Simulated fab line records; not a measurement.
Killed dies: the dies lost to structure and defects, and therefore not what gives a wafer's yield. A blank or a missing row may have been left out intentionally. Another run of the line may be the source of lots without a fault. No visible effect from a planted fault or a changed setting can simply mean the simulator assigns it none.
Which of the tools did it? -- flow ritCmos -- 39 wafers from 13 lots sampled at 3 of the route's 202 steps

== WHAT THE GAUGES SHOWED, per wafer ==
RIT_NLDD_TW_MEAS_10.
lot,measured,on,NLDD_TW
L773,day 3 03:02,filmMetro-02,2503 2497 2496
L774,day 3 04:11,filmMetro-02,2507 2515 2496
L779,day 4 00:47,filmMetro-03,2496 2497 2501
L781,day 4 10:20,filmMetro-01,2698 2698 2698
L782,day 4 14:17,filmMetro-01,2685 2693 2702
L784,day 5 01:29,filmMetro-02,2748 2743 2757
L785,day 5 05:51,filmMetro-01,2448 2459 2455
L786,day 5 10:16,filmMetro-03,2506 2496 2503
L787,day 5 15:05,filmMetro-03,2488 2488 2494
L791,day 6 12:03,filmMetro-03,2493 2476 2503
L793,day 6 21:13,filmMetro-01,2482 2484 2476
L794,day 7 03:37,filmMetro-01,2461 2470 2461
L796,day 7 13:10,filmMetro-01,2462 2459 2462

RIT_SDANNEAL_RS_MEAS_07: a four-point-probe measurement.
lot,measured,on,NLDD_RS (ohm/sq)
L773,day 3 10:58,filmMetro-03,151.1 151.2 151.5
L774,day 3 11:59,filmMetro-02,151.2 150.6 150.7
L779,day 4 08:40,filmMetro-02,151.2 150.9 151.5
L781,day 4 18:14,filmMetro-02,113.6 113.6 113.5
L782,day 4 22:17,filmMetro-02,114.2 114.1 114.2
L784,day 5 09:22,filmMetro-02,114.0 114.5 114.7
L785,day 5 13:37,filmMetro-02,152.0 151.9 151.5
L786,day 5 18:34,filmMetro-01,151.4 151.5 151.7
L787,day 6 00:04,filmMetro-01,151.6 152.0 151.6
L791,day 6 19:51,filmMetro-02,151.3 151.3 150.8
L793,day 7 05:34,filmMetro-01,152.0 151.6 152.2
L794,day 7 11:23,filmMetro-03,150.6 150.6 151.3
L796,day 7 21:08,filmMetro-02,151.5 151.7 151.8

== WHAT TOOL EACH LOT RAN ON (gives the tool, then ch and the chambers of the sampled wafers, and finally the start) ==
lot,RIT_NLDD_IMPLANT_08
L773,"implanter-01 ch 0, day 3 02:43"
L774,"implanter-01 ch 0, day 3 03:51"
L779,"implanter-02 ch 0, day 4 00:29"
L781,"implanter-02 ch 0, day 4 10:02"
L782,"implanter-02 ch 0, day 4 13:58"
L784,"implanter-02 ch 0, day 5 01:11"
L785,"implanter-01 ch 0, day 5 05:31"
L786,"implanter-03 ch 0, day 5 09:57"
L787,"implanter-03 ch 0, day 5 14:46"
L791,"implanter-01 ch 0, day 6 11:44"
L793,"implanter-01 ch 0, day 6 20:53"
L794,"implanter-03 ch 0, day 7 03:17"
L796,"implanter-03 ch 0, day 7 12:50"
- RIT_NLDD_IMPLANT_08

== AS READ BY THE TOOLS THEMSELVES (means over the sampled wafers that have a number; for cases with no such wafer, the mark the record gives instead) ==
RIT_NLDD_IMPLANT_08.
lot,tool,doseIonsCm2,endStationPressureTorr (Torr),faradayCurrentUA
L773,implanter-01,5.009e+14,6.23e-06,1620
L774,implanter-01,5.004e+14,6.38e-06,1592
L779,implanter-02,4.999e+14,6.09e-06,1571
L781,implanter-02,7.095e+14,6.60e-06,2257
L782,implanter-02,7.101e+14,7.18e-06,2216
L784,implanter-02,7.107e+14,6.94e-06,2247
L785,implanter-01,5.007e+14,6.36e-06,1612
L786,implanter-03,5.000e+14,6.42e-06,1577
L787,implanter-03,4.995e+14,6.30e-06,1612
L791,implanter-01,4.998e+14,5.93e-06,1581
L793,implanter-01,4.998e+14,5.78e-06,1580
L794,implanter-03,5.000e+14,6.13e-06,1584
L796,implanter-03,4.998e+14,6.25e-06,1625

== THE ANSWER, worked out from the rows above alone ==
Rule: usual is defined by the lots themselves. The widest of any qualifying gaps counts: lots, ordered by their means at a reading, are off when they make up no more than a third of the lots, leave a main group of 4 or more, and stand apart from it by 3 or more times the standard deviation of that group's means. The tables above print the reading to a certain number of digits; a main group whose means all agree to those digits is not used. Also off: a lot with no number at a reading for which 4 or more lots have one. Where the step has rows for the other lots, those lots are counted as sound. First the gauges in route order, then the tools' own readings, where a lot's mean is used as printed above. At the first step where some lot is off, the reading lying furthest off is the one used; lots without a number count as furthest.
Off: L781, L782, L784, at RIT_NLDD_TW_MEAS_10 (NLDD_TW). Mean 2484 and standard deviation 18 in the main group.
A tool fits if, at a process step before that reading, it ran every lot that is off, and no sound lot after the first of them. The gauges at RIT_NLDD_TW_MEAS_10 aren't tried: what is off there is off at RIT_NLDD_IMPLANT_08 too, on other tools, and a gauge's error can't cause that. One fits: implanter-02 at RIT_NLDD_IMPLANT_08. Its last sound lot is L779 (day 4 00:29), its first lot that is off L781 (day 4 10:02): a fault that began between those two fits.
The tool's own readings at RIT_NLDD_IMPLANT_08 bear it out: on the lots that are off they differ by more than 5 times the standard deviation of the sound lots' means. doseIonsCm2 reads 7.101e+14 there against 5.001e+14 on the sound lots; faradayCurrentUA reads 2240 there against 1595 on the sound lots.

== WHAT THE SIMULATOR HAD PUT IN ==
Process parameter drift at RIT_NLDD_IMPLANT_08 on implanter-02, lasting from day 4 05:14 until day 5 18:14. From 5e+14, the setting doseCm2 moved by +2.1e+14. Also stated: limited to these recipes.
Struck lots among those shown: L781, L782, L784. The rule above found the same.
